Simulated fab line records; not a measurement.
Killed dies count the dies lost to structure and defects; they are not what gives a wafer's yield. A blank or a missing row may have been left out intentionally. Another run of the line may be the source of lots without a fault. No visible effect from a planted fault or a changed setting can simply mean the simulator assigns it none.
Problem report in the 8D (eight disciplines) form, filled by code	flow berkeley_cmos170	the parts of the form that need people (team, actions taken, sign-off) are left out

## 1. WHAT WENT WRONG
Wafers without a fault read 400.1 sccm, standard deviation 1.3; o2_flow_sccm at UCB170_V2_STRIP_15 reads a mean of 201.0 sccm on 6 wafers belonging to 2 lots. That is -99 or more standard deviations from the usual mean.
The step: strips in O2.
Seen first at day 10 12:52 on plasma_asher-04, wafer L245.2. The record holds 42 wafers of 14 lots with a number at this step. Rule for "out", or "out of limits": more than 4 standard deviations from the usual mean. The other wafers with a number count as sound.

## 2. WHAT IT IS; WHAT IT IS NOT
question	is	is not
which readings at this step	o2_flow_sccm, oes_product_au, strip_time_to_endpoint_s	drypump_motor_current_A
which lots	L245, L248	L237, L238, L239, L240, L241, L242, L244, L246, L253, L257, L258, L259
which wafers of those lots	all that have a number	-
read on which tools	plasma_asher-04	plasma_asher-01, plasma_asher-02
when	from day 10 12:52	up to then (18 sound wafers); but 18 sound wafers of L244, L246, L253, L257, L258, L259 came after

## 3. WHAT RULES OUT EACH SUSPECT
Counting: any tool at a process step up to the reading is kept as a suspect provided that every lot that is out went through it and no sound lot did after the first of them.
- plasma_asher-04 at UCB170_V2_STRIP_15 (strips in O2): kept. It ran every lot that is out, first L245 (day 10 12:52), and no sound lot after that; its last sound lot up to then is L240 (day 9 17:59). Its own readings are out on those wafers: o2_flow_sccm, oes_product_au, strip_time_to_endpoint_s.
After counting, what remains is plasma_asher-04 at UCB170_V2_STRIP_15.

## 4. THE CAUSE (what the simulator had put in)
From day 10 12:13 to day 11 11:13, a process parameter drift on plasma_asher-04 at UCB170_V2_STRIP_15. Setting o2_flow_sccm, moved by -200, from 400. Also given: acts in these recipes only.
The count eliminated every tool but this one.

## 5. THE CHAIN OF EFFECTS, in route order
Rows list readings where the struck wafers' mean (over those with a number) sits beyond 3 standard deviations from the usual. Only readings whose record carries a usual standard deviation are examined. hours: median over the lots of the time between each lot's start at the first step of this table that gives one and its start at this step. sigmas: the change, counted in usual standard deviations.
hours	step	reading	usual	on struck wafers	change	sigmas
0	UCB170_V2_STRIP_15	o2_flow_sccm	400.1 sccm	201.0	-199.1	-99 or more
0	UCB170_V2_STRIP_15	oes_product_au	0.722 a.u.	0.659	-0.063	-15
0	UCB170_V2_STRIP_15	strip_time_to_endpoint_s	15.35 s	17.42	+2.07	+19
Process steps it contains:
- UCB170_V2_STRIP_15: strips in O2.

## 6. HOW IT WOULD HAVE BEEN CAUGHT EARLIER
In this record the first reading out of limits was taken at day 10 12:52, 1 hour after the fault began at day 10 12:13.
